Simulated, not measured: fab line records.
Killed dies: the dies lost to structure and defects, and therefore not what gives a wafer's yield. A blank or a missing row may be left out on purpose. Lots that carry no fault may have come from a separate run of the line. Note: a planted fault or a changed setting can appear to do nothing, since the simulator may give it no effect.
Split-lot study    flow berkeley-cmos170    5 lots, 23 wafers read, on a route of 331 steps

## THE SPLIT
At UCB170_CONTACT_EXPOSE_12 (exposes mask CONT, target cd 700 nm), the setting dose-mj was moved away from the recipe's 35 on 8 of the 23 wafers read, by -4.3% to +4.5%. The other wafers ran this setting at the recipe's value.

## FROM THE SPLIT TO THE READING: what the file shows between them, 6 steps
- UCB170_CONTACT_PEB_13
- UCB170_CONTACT_DEVELOP_14: develop time 45 s
- UCB170_CONTACT_CD_MEAS_15: target cd 700 nm
- UCB170_CONTACT_ETCH_17: etches BARC in N2/H2
- UCB170_CONTACT_ETCH_18: etches PSG in CHF3/CF4/Ar, stops on TiSi2, target depth 840 nm, time 195 s
- UCB170_CONTACT_STRIP_19: strips in O2

## THE READING
Shown in nm: cd-nm at UCB170_CONTACT_CD_MEAS_90, with target cd 700 nm. A value of 700.9 nm with a standard deviation of 1.6 nm is what fault-free wafers of this fab line usually give.

wafer   tool, chamber at the split  dose-mj as run  against the recipe  cd-nm, nm  against lot-mates on the recipe
L074.1  krf-scanner-02, 0           36.59           +4.5%               708.7      +8.7
L074.2  krf-scanner-02, 0           35              recipe              698.9      -
L074.3  krf-scanner-02, 0           35              recipe              700.7      -
L074.4  krf-scanner-02, 0           36.59           +4.5%               706.1      +6.1
L074.6  krf-scanner-02, 0           35              recipe              700.4      -
L075.1  krf-scanner-01, 0           33.82           -3.4%               694.2      -8.7
L075.3  krf-scanner-01, 0           35              recipe              701.7      -
L075.4  krf-scanner-01, 0           33.82           -3.4%               695.4      -7.5
L075.5  krf-scanner-01, 0           35              recipe              704.1      -
L075.6  krf-scanner-01, 0           33.82           -3.4%               693.9      -9.0
L077.1  krf-scanner-01, 0           35              recipe              701.8      -
L077.2  krf-scanner-01, 0           35              recipe              701.8      -
L077.3  krf-scanner-01, 0           35              recipe              704.7      -
L077.4  krf-scanner-01, 0           35              recipe              703.4      -
L077.6  krf-scanner-01, 0           35              recipe              702.9      -
L079.2  krf-scanner-01, 0           33.51           -4.3%               695.2      -7.5
L079.3  krf-scanner-01, 0           35              recipe              703.1      -
L079.4  krf-scanner-01, 0           35              recipe              702.2      -
L079.5  krf-scanner-01, 0           33.51           -4.3%               696.3      -6.4
L079.6  krf-scanner-01, 0           33.51           -4.3%               695.3      -7.4
L081.3  krf-scanner-01, 0           35              recipe              702.2      -
L081.4  krf-scanner-01, 0           35              recipe              701.4      -
L081.6  krf-scanner-01, 0           35              recipe              702.2      -

THE FIT
A straight line over all 23 wafers: cd-nm changes by +1.56 nm for each +1% of dose-mj; r = +0.92; the points scatter about the line by 1.6 nm.
The same after taking each lot's own level away (the mean of its wafers on the recipe; 23 wafers): +1.84 nm for each +1%; r = +0.96; scatter 1.3 nm.
The reading moves by 8.4 nm for the largest change in dose-mj, on that fit.
From 700.00 to 702.92 nm: that is the span of the lots' own levels, equal to 1.8 times the standard deviation above.
In other words, the slope is changed by the lot-to-lot level; the two fits disagree.
Check: +7.86 nm against its lot-mates is what the line predicts for one of the wafers moved furthest among these (+4.5%) when that wafer is left out of the fit. It came out at +8.7 nm against them.

## THE WHOLE CHAIN: every reading that the file lists as answering this split, in the file's order
step                       what it does          reading                                                         change (the file's fit)               r (the file's)
UCB170_CONTACT_CD_MEAS_15  target cd 700 nm      cd-nm                                                           +1.82 nm for each +1% of the setting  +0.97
UCB170_CONTACT_ETCH_17     etches BARC in N2/H2  CONTACT.cd-nm (the simulator's own value, which no gauge read)  +1.87 nm for each +1% of the setting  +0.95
UCB170_CONTACT_CD_MEAS_90  target cd 700 nm      cd-nm                                                           +1.83 nm for each +1% of the setting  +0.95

## FILE'S OWN FIT
cd-nm changes by +1.83 nm for each +1% of dose-mj, r = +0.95.
